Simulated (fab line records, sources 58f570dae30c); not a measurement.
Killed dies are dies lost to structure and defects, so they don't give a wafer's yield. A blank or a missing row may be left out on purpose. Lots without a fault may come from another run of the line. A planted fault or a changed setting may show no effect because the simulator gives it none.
Split-lot experiment | flow berkeley_cmos170 | 5 lots, 23 wafers read, on a route of 331 steps

THE SPLIT
At UCB170_START_OXIDATION_02 (target thk 20 nm, ox time 1800 s), the setting temp_c was moved away from the recipe's 950 C on 20 of the 23 wafers read, by -1.2% to +2.1%. The other wafers ran this setting at the recipe's value.

The file shows no step between the split and the reading.

THE READING
START_OXIDE_THK, in nm, at UCB170_START_THK_MEAS_03. Fault-free wafers of this fab line usually give 20.0 nm, standard deviation 0.32 nm.

wafer  | tool, chamber at the split | temp_c as run, C | against the recipe | START_OXIDE_THK, nm | against lot-mates on the recipe
L074.1 | -, -                       | 964.8            | +1.6%              | 23.1                | no lot-mate on the recipe
L074.2 | -, -                       | 964.8            | +1.6%              | 23.4                | no lot-mate on the recipe
L074.3 | -, -                       | 964.8            | +1.6%              | 23.7                | no lot-mate on the recipe
L074.4 | -, -                       | 964.8            | +1.6%              | 23.5                | no lot-mate on the recipe
L074.6 | -, -                       | 964.8            | +1.6%              | 23.0                | no lot-mate on the recipe
L078.1 | -, -                       | 970              | +2.1%              | 24.5                | no lot-mate on the recipe
L078.2 | -, -                       | 970              | +2.1%              | 24.5                | no lot-mate on the recipe
L078.3 | -, -                       | 970              | +2.1%              | 24.6                | no lot-mate on the recipe
L078.4 | -, -                       | 970              | +2.1%              | 24.3                | no lot-mate on the recipe
L078.6 | -, -                       | 970              | +2.1%              | 24.5                | no lot-mate on the recipe
L079.2 | -, -                       | 964              | +1.5%              | 23.2                | no lot-mate on the recipe
L079.3 | -, -                       | 964              | +1.5%              | 23.0                | no lot-mate on the recipe
L079.4 | -, -                       | 964              | +1.5%              | 22.9                | no lot-mate on the recipe
L079.5 | -, -                       | 964              | +1.5%              | 23.2                | no lot-mate on the recipe
L079.6 | -, -                       | 964              | +1.5%              | 23.4                | no lot-mate on the recipe
L083.1 | -, -                       | 938.3            | -1.2%              | 17.5                | no lot-mate on the recipe
L083.3 | -, -                       | 938.3            | -1.2%              | 17.9                | no lot-mate on the recipe
L083.4 | -, -                       | 938.3            | -1.2%              | 17.5                | no lot-mate on the recipe
L083.5 | -, -                       | 938.3            | -1.2%              | 17.4                | no lot-mate on the recipe
L083.6 | -, -                       | 938.3            | -1.2%              | 17.5                | no lot-mate on the recipe
L084.2 | furnace-04, 0              | 950              | recipe             | 19.8                | -
L084.4 | furnace-04, 0              | 950              | recipe             | 19.6                | -
L084.5 | furnace-04, 0              | 950              | recipe             | 19.6                | -

THE FIT
A straight line over all 23 wafers: START_OXIDE_THK changes by +2.1 nm for each +1% of temp_c; r = +1.00; the points scatter about the line by 0.24 nm.
Too few moved wafers have a lot-mate on the recipe to fit a line with each lot's own level taken away.

THE WHOLE CHAIN: every reading that the file lists as answering this split, in the file's order
step                      | what it does                     | reading                                                                            | change (the file's fit)             | r (the file's)
UCB170_START_OXIDATION_02 | target thk 20 nm, ox time 1800 s | SiO2_of_START_OXIDATION_02.thk_nm (the simulator's own value, which no gauge read) | +2.1 nm for each +1% of the setting | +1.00
UCB170_START_THK_MEAS_03  |                                  | START_OXIDE_THK                                                                    | +2.11 for each +1% of the setting   | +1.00

THE FILE'S OWN FIT
START_OXIDE_THK changes by +2.11 nm for each +1% of temp_c, r = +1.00.
